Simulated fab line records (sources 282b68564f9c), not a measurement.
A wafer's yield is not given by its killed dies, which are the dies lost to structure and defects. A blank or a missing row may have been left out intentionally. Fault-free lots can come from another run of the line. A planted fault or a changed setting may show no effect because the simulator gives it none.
fab line records	flow rit_cmos
record lots=6	wafers=18	last_day=8
route steps=202 shown NLDD@111 PLDD@114 M1@202
lots that met no fault: from a run of the same line without faults
start_h: hours from the record's first day to the start of the lot's first wafer shown	wait_h: hours since the lot's step before	" unchanged from the row above	L1.1+2: several wafers, shown together as one row	- either no value or no given start	* or withheld: withheld	< > ~ a bound
route shown NAME@n: a module of which the file shows steps, and the number in the route of the first	usual: mean/standard deviation taken from wafers without a fault	same: alike in all rows	chamber/n: place in a boat	sites: each site's reading	_std_site: the values' standard deviation	_edge_site: the outer-site mean with the inner-site mean subtracted	radius_mm: for every site, how far away it sits from the centre of the wafer	mask NAME#n: copy n	behind: the most recent tool/chamber to have shaped the wafer	hold: what put the lot on hold/how long, in hours/how the hold closed	device: transistor that didn't switch, given as n, p or np	end of line: tests run on the same wafers once the route is complete	a step without rows: its recipe alone	killed: dies lost to structure and defects at the first sort, not the wafer's yield	map: the dies of a wafer, with x for killed, . for not killed, _ for no die there
set.NAME: setting as actually run; set.NAME@STEP: the setting as run at that earlier step	model.NAME: the simulator's own value behind a step, which no gauge read
a table for each step, a row for each wafer; lots at some steps of the route
services: the hour from which a tool's chamber was out of use, counted from the record's first day as start_h (under 0 if before that day), plus the number of hours and why
## steps
# step RIT_NLDD_IMPLANT_08
# recipe species=P	energy_kev=20	dose_cm2=5e+14	tilt_deg=7
# step RIT_NLDD_STRIP_09
# recipe chemistry=O2	time_s=180	resist=NOVOLAK	platen_temp_c=withheld	power_w=500	pressure_mtorr=4000	o2_flow_sccm=4000
# usual chamber_pressure_mTorr=4000/3.6	drypump_motor_current_A=5.98/0.25
lot.wafer	tool	chamber	start_h	wait_h	chamber_pressure_mTorr	drypump_motor_current_A	rf_hours_counter_h
L733.2	plasma_asher-03	0	67.65	0.1	3993	6.42	30
L733.3	"	1	"	"	4001	5.92	-
L733.6	"	1	"	"	3999	5.91	-
L736.3	plasma_asher-03	1	82.33	0.1	3998	5.90	-
L736.4	"	0	"	"	4001	6.42	-
L736.5	"	1	"	"	4004	5.93	-
L737.1	plasma_asher-04	1	84.82	0.1	3996	5.87	45
L737.3	"	0	"	"	3995	5.79	-
L737.5	"	0	"	"	4002	5.80	-
L744.4	plasma_asher-03	1	129.91	0.1	4002	5.91	-
L744.5	"	0	"	"	4001	6.40	-
L744.6	"	1	"	"	4003	5.92	-
L745.4	plasma_asher-04	0	130.15	0.1	4000	5.79	-
L745.5	"	1	"	"	4003	5.88	-
L745.6	"	0	"	"	3994	5.79	-
L752.1	plasma_asher-03	1	180.08	0.1	4003	5.94	41
L752.4	"	0	"	"	4006	6.40	-
L752.6	"	1	"	"	4005	5.91	-
# step RIT_NLDD_TW_MEAS_10
# usual NLDD_TW=2497/21
lot.wafer	tool	chamber	start_h	wait_h	NLDD_TW
L733.2	film_metro-02	-	67.84	0.1	2498
L733.3	"	-	"	"	2483
L733.6	"	-	"	"	2484
L736.3	film_metro-03	-	82.47	0.1	2555
L736.4	"	-	"	"	2541
L736.5	"	-	"	"	2540
L737.1	film_metro-03	-	85.00	0.1	2531
L737.3	"	-	"	"	2549
L737.5	"	-	"	"	2545
L744.4	film_metro-04	-	130.06	0.1	2473
L744.5	"	-	"	"	2473
L744.6	"	-	"	"	2476
L745.4	film_metro-04	-	130.30	0.1	2462
L745.5	"	-	"	"	2479
L745.6	"	-	"	"	2473
L752.1	film_metro-03	-	180.26	0.1	2540
L752.4	"	-	"	"	2535
L752.6	"	-	"	"	2522
# step RIT_PLDD_HMDS_00
# recipe prime_time_s=60	prime_temp_c=140
# step RIT_PLDD_COAT_01
# recipe resist=NOVOLAK	spin_rpm=3250	resist_thk_nm=1000
# step RIT_PLDD_SOFTBAKE_02
# recipe resist=NOVOLAK	temp_c=90	time_s=60
# step RIT_PLDD_EXPOSE_03
# recipe mask_id=M8	na=0.57	target_cd_nm=40900	dose_mj=250
# step RIT_PLDD_PEB_04
# recipe resist=NOVOLAK	temp_c=withheld	time_s=withheld
# step RIT_PLDD_DEVELOP_05
# recipe resist=NOVOLAK	develop_time_s=50	dev_temp_c=23
# step RIT_PLDD_OVL_MEAS_06
# usual PLDD_OVL=-0.2/1.4
lot.wafer	tool	chamber	start_h	wait_h	PLDD_OVL[nm]
L733.2	overlay-02	-	68.74	-	0.1
L733.3	"	-	"	"	-1.1
L733.6	"	-	"	"	-0.5
L736.3	overlay-02	-	83.49	-	-0.6
L736.4	"	-	"	"	0.6
L736.5	"	-	"	"	-0.6
L737.1	overlay-01	-	86.03	-	1.0
L737.3	"	-	"	"	-0.1
L737.5	"	-	"	"	-0.7
L744.4	overlay-01	-	130.96	-	0.0
L744.5	"	-	"	"	1.0
L744.6	"	-	"	"	1.1
L745.4	overlay-02	-	131.32	-	3.4
L745.5	"	-	"	"	1.0
L745.6	"	-	"	"	0.8
L752.1	overlay-02	-	181.29	-	0.5
L752.4	"	-	"	"	-0.6
L752.6	"	-	"	"	-1.2
# step RIT_PLDD_HARDBAKE_07
# recipe resist=NOVOLAK	temp_c=140	time_s=60
# step RIT_PLDD_IMPLANT_08
# recipe species=BF2	energy_kev=20	dose_cm2=9e+14	tilt_deg=7
# step RIT_PLDD_STRIP_09
# recipe chemistry=O2	time_s=180	resist=NOVOLAK	platen_temp_c=withheld	power_w=500	pressure_mtorr=4000	o2_flow_sccm=4000
# usual chamber_pressure_mTorr=4000/3.5	drypump_motor_current_A=5.8/0.47
lot.wafer	tool	chamber	start_h	wait_h	chamber_pressure_mTorr	drypump_motor_current_A	rf_hours_counter_h	model.NOVOLAK_of_PLDD_COAT_01.thk_nm
L733.2	plasma_asher-02	1	69.07	0.1	4000	5.6	41	0
L733.3	"	1	"	"	4000	5.6	-	0
L733.6	"	1	"	"	3993	5.6	-	0
L736.3	plasma_asher-03	0	83.88	0.1	-	-	-	885.1
L736.4	"	1	"	"	-	-	-	882.3
L736.5	"	0	"	"	-	-	-	884.1
L737.1	plasma_asher-01	1	86.37	0.1	-	-	-	888.8
L737.3	"	0	"	"	-	-	-	888.7
L737.5	"	0	"	"	-	-	-	891.1
L744.4	plasma_asher-03	0	131.33	0.1	4000	6.4	-	0
L744.5	"	0	"	"	3998	6.4	-	0
L744.6	"	1	"	"	3998	5.9	-	0
L745.4	plasma_asher-01	0	131.70	0.1	3998	4.7	-	0
L745.5	"	1	"	"	3993	6.0	-	0
L745.6	"	0	"	"	3999	4.7	-	0
L752.1	plasma_asher-03	1	181.63	0.1	3997	5.9	41	0
L752.4	"	0	"	"	4001	6.4	-	0
L752.6	"	0	"	"	4001	6.4	-	0
# step RIT_PLDD_TW_MEAS_10
# usual PLDD_TW=2354/20
lot.wafer	tool	chamber	start_h	wait_h	PLDD_TW
L733.2	film_metro-04	-	69.26	0.1	2329
L733.3	"	-	"	"	2343
L733.6	"	-	"	"	2334
L736.3	film_metro-04	-	84.01	0.1	2344
L736.4	"	-	"	"	2345
L736.5	"	-	"	"	2352
L737.1	film_metro-02	-	86.54	0.1	2374
L737.3	"	-	"	"	2354
L737.5	"	-	"	"	2359
L744.4	film_metro-04	-	131.48	0.1	2337
L744.5	"	-	"	"	2336
L744.6	"	-	"	"	2324
L745.4	film_metro-03	-	131.85	0.1	2394
L745.5	"	-	"	"	2402
L745.6	"	-	"	"	2388
L752.1	film_metro-04	-	181.80	0.1	2321
L752.4	"	-	"	"	2335
L752.6	"	-	"	"	2322
# step RIT_M1_PROBE_99
# usual killed_at_contacts=0.0/0.22	killed_at_front_end=6.6/2.7	killed_dies=6.7/2.7	killed_on_rim=1.7/1.4	killed_open=3.4/2	killed_short=3.2/1.8
# same gross_dies=264	killed_at_M0_to_M3=0	killed_at_M4_up=0	killed_at_back_side=0	killed_at_other=0
lot.wafer	tool	chamber	start_h	wait_h	killed_at_contacts	killed_at_front_end	killed_dies	killed_on_rim	killed_open	killed_short
L736.3	prober-01	-	97.90	0.2	0	264	264	70	4	2
L736.4	prober-01	-	97.95	0.2	0	264	264	70	4	3
L736.5	prober-01	-	98.00	0.2	0	264	264	70	6	5
L737.1	prober-02	-	99.66	0.1	0	264	264	70	6	0
L737.3	prober-02	-	99.76	0.2	0	264	264	70	1	3
L737.5	prober-02	-	99.86	0.2	0	264	264	70	3	2
L744.4	prober-01	-	145.31	0.2	0	4	4	0	1	1
L744.5	prober-01	-	145.36	0.2	0	10	10	3	2	6
L744.6	prober-01	-	145.41	0.2	0	8	8	2	5	2
L752.1	prober-01	-	195.09	0.1	0	6	6	0	2	4
L752.4	prober-01	-	195.24	0.2	0	7	7	1	6	1
L752.6	prober-01	-	195.34	0.2	0	6	6	3	4	2
# killed by level:class
L736.3 SPACER:area_cvd=258 GATE:geometric_particle:open=3 SILICIDE:geometric_particle:short=2 SILICIDE:geometric_particle:open=1
L736.4 SPACER:area_cvd=257 GATE:geometric_particle:open=3 SILICIDE:geometric_particle:short=2 GATE:geometric_particle:short=1 SPACER:geometric_particle:open=1
L736.5 SPACER:area_cvd=253 GATE:geometric_particle:short=3 FOX1:geometric_particle:open=2 SILICIDE:geometric_particle:open=2 SILICIDE:geometric_particle:short=2 FOX2:geometric_particle:open=1 GATE:geometric_particle:open=1
L737.1 SPACER:area_cvd=258 GATE:geometric_particle:open=5 REOX:geometric_particle:open=1
L737.3 SPACER:area_cvd=260 FOX2:geometric_particle:short=1 GATE:geometric_particle:short=1 SPACER:geometric_particle:open=1 SILICIDE:geometric_particle:short=1
L737.5 SPACER:area_cvd=259 GATE:geometric_particle:short=2 FOX2:geometric_particle:open=1 GATE:geometric_particle:open=1 SILICIDE:geometric_particle:open=1
L744.4 NSD:coat_microbubble_printed=2 FOX2:geometric_particle:short=1 SILICIDE:geometric_particle:open=1
L744.5 REOX:geometric_particle:short=3 GATE:geometric_particle:short=2 NSD:coat_microbubble_printed=2 ACTIVE:geometric_particle:open=1 FOX1:geometric_particle:short=1 GATE:geometric_particle:open=1
L744.6 FOX1:geometric_particle:open=2 FOX2:geometric_particle:open=2 FOX1:geometric_particle:short=1 GATE:geometric_particle:open=1 GATE:geometric_particle:short=1 NSD:coat_microbubble_printed=1
L752.1 GATE:geometric_particle:open=2 SPACER:geometric_particle:short=2 FOX1:geometric_particle:short=1 GATE:geometric_particle:short=1
L752.4 GATE:geometric_particle:open=5 FOX1:geometric_particle:short=1 FOX1:geometric_particle:open=1
L752.6 FOX1:geometric_particle:open=3 REOX:geometric_particle:short=2 GATE:geometric_particle:open=1
# map L736.3 (x killed, . not)
________xxxxxxx_______
_____xxxxxxxxxxxxx____
____xxxxxxxxxxxxxxx___
___xxxxxxxxxxxxxxxxx__
__xxxxxxxxxxxxxxxxxxx_
__xxxxxxxxxxxxxxxxxxx_
_xxxxxxxxxxxxxxxxxxxxx
_xxxxxxxxxxxxxxxxxxxxx
_xxxxxxxxxxxxxxxxxxxxx
_xxxxxxxxxxxxxxxxxxxxx
__xxxxxxxxxxxxxxxxxxx_
__xxxxxxxxxxxxxxxxxxx_
___xxxxxxxxxxxxxxxxx__
____xxxxxxxxxxxxxxx___
_____xxxxxxxxxxxxx____
________xxxxxxx_______
# map L737.1 (x killed, . not)
________xxxxxxx_______
_____xxxxxxxxxxxxx____
____xxxxxxxxxxxxxxx___
___xxxxxxxxxxxxxxxxx__
__xxxxxxxxxxxxxxxxxxx_
__xxxxxxxxxxxxxxxxxxx_
_xxxxxxxxxxxxxxxxxxxxx
_xxxxxxxxxxxxxxxxxxxxx
_xxxxxxxxxxxxxxxxxxxxx
_xxxxxxxxxxxxxxxxxxxxx
__xxxxxxxxxxxxxxxxxxx_
__xxxxxxxxxxxxxxxxxxx_
___xxxxxxxxxxxxxxxxx__
____xxxxxxxxxxxxxxx___
_____xxxxxxxxxxxxx____
________xxxxxxx_______
## services
tool	chamber	start_h	hours	kind
plasma_asher-02	-	83.87	14.6	pm
plasma_asher-01	-	103.33	0.4	repair
plasma_asher-04	-	108.75	9.0	pm
plasma_asher-04	0	108.75	9.0	vent_cycle
plasma_asher-04	1	108.75	9.0	vent_cycle
plasma_asher-04	0	117.75	-	clean
plasma_asher-04	1	117.75	-	clean
plasma_asher-04	-	146.74	1.6	repair
plasma_asher-02	-	171.97	1.6	repair
## key
first_sign step=RIT_PLDD_STRIP_09	reading=tool_record	direction=missing
effect step=RIT_M1_PROBE_99	reading=killed_dies	direction=up	sigmas=94	usual=6.7	struck=264
model_effect step=RIT_PLDD_STRIP_09	value=NOVOLAK_of_PLDD_COAT_01.thk_nm	without=0	struck=886.7
more_kills_born_at RIT_SPACER_CVD_03@lpcvd-01=777	RIT_SPACER_CVD_03@lpcvd-02=768
met_at RIT_PLDD_STRIP_09
struck_wafers L736.3,L736.4,L736.5,L737.1,L737.3,L737.5
later_rows_left_out L736.3,L736.4,L736.5,L737.1,L737.3,L737.5
tester_left_out L736,L737
fault kind=skipped_step_whole	tool=plasma_asher-01,plasma_asher-03	chamber=-	onset_h=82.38	steps=RIT_PLDD_STRIP_09	scope=struck_lots_only
# tester_left_out: of these lots the tester's yield and bins aren't shown, on N5 and GAA mostly nor the transistor test; their killed dies are dies lost to structure and defects alone, not to doping, threshold or leakage, so they don't give the yield
# later_rows_left_out: the simulator's readings of these wafers behind a module that went badly wrong aren't trusted and aren't shown, but for the sort
